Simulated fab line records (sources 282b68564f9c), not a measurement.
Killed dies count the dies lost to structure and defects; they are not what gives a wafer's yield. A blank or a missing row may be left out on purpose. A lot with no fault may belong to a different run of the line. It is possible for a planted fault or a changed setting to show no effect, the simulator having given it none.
Lot-split experiment	flow rit_cmos	5 lots, 23 wafers read, on a route of 202 steps

== THE SPLIT ==
At RIT_GATE_OXIDATION_05 (target thk 3 nm, ox time 270 s), the setting ox_time_s was moved away from the recipe's 270 s on 15 of the 23 wafers read, by -10.9% to +4.4%. The other wafers ran this setting at the recipe's value.

The split's own step is where the reading is taken.

== THE READING ==
SiO2_of_GATE_OXIDATION_05.thk_nm (the simulator's own value, which no gauge read), in nm, at RIT_GATE_OXIDATION_05 (target thk 3 nm, ox time 270 s). The file does not state a usual value for it. Here, 8 wafers ran the recipe; their average is 2.989 nm with a standard deviation of 0.014 nm.

wafer	tool, chamber at the split	ox_time_s as run, s	against the recipe	SiO2_of_GATE_OXIDATION_05.thk_nm, nm	against lot-mates on the recipe
L075.2	furnace-02, 0	270	recipe	3	-
L075.3	furnace-02, 0	270	recipe	2.995	-
L075.6	furnace-02, 0	270	recipe	2.97	-
L078.2	-, -	270	recipe	2.991	-
L078.3	-, -	270	recipe	2.997	-
L078.4	-, -	270	recipe	2.986	-
L078.5	-, -	270	recipe	2.964	-
L078.6	-, -	270	recipe	3.007	-
L079.1	-, -	282	+4.4%	2.981	no lot-mate on the recipe
L079.2	-, -	282	+4.4%	3.051	no lot-mate on the recipe
L079.3	-, -	282	+4.4%	2.992	no lot-mate on the recipe
L079.5	-, -	282	+4.4%	3.01	no lot-mate on the recipe
L079.6	-, -	282	+4.4%	3.035	no lot-mate on the recipe
L081.2	-, -	240.6	-10.9%	2.708	no lot-mate on the recipe
L081.3	-, -	240.6	-10.9%	2.775	no lot-mate on the recipe
L081.4	-, -	240.6	-10.9%	2.736	no lot-mate on the recipe
L081.5	-, -	240.6	-10.9%	2.728	no lot-mate on the recipe
L081.6	-, -	240.6	-10.9%	2.734	no lot-mate on the recipe
L082.2	-, -	252.5	-6.5%	2.906	no lot-mate on the recipe
L082.3	-, -	252.5	-6.5%	2.968	no lot-mate on the recipe
L082.4	-, -	252.5	-6.5%	2.931	no lot-mate on the recipe
L082.5	-, -	252.5	-6.5%	2.918	no lot-mate on the recipe
L082.6	-, -	252.5	-6.5%	2.905	no lot-mate on the recipe

THE FIT
A straight line over all 23 wafers: SiO2_of_GATE_OXIDATION_05.thk_nm changes by +0.017 nm for each +1% of ox_time_s; r = +0.90; the points scatter about the line by 0.049 nm.
Too few moved wafers with a lot-mate on the recipe to fit a line net of each lot's own level.

== FILE'S OWN FIT ==
SiO2_of_GATE_OXIDATION_05.thk_nm changes by +0.017 nm for each +1% of ox_time_s, r = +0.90.
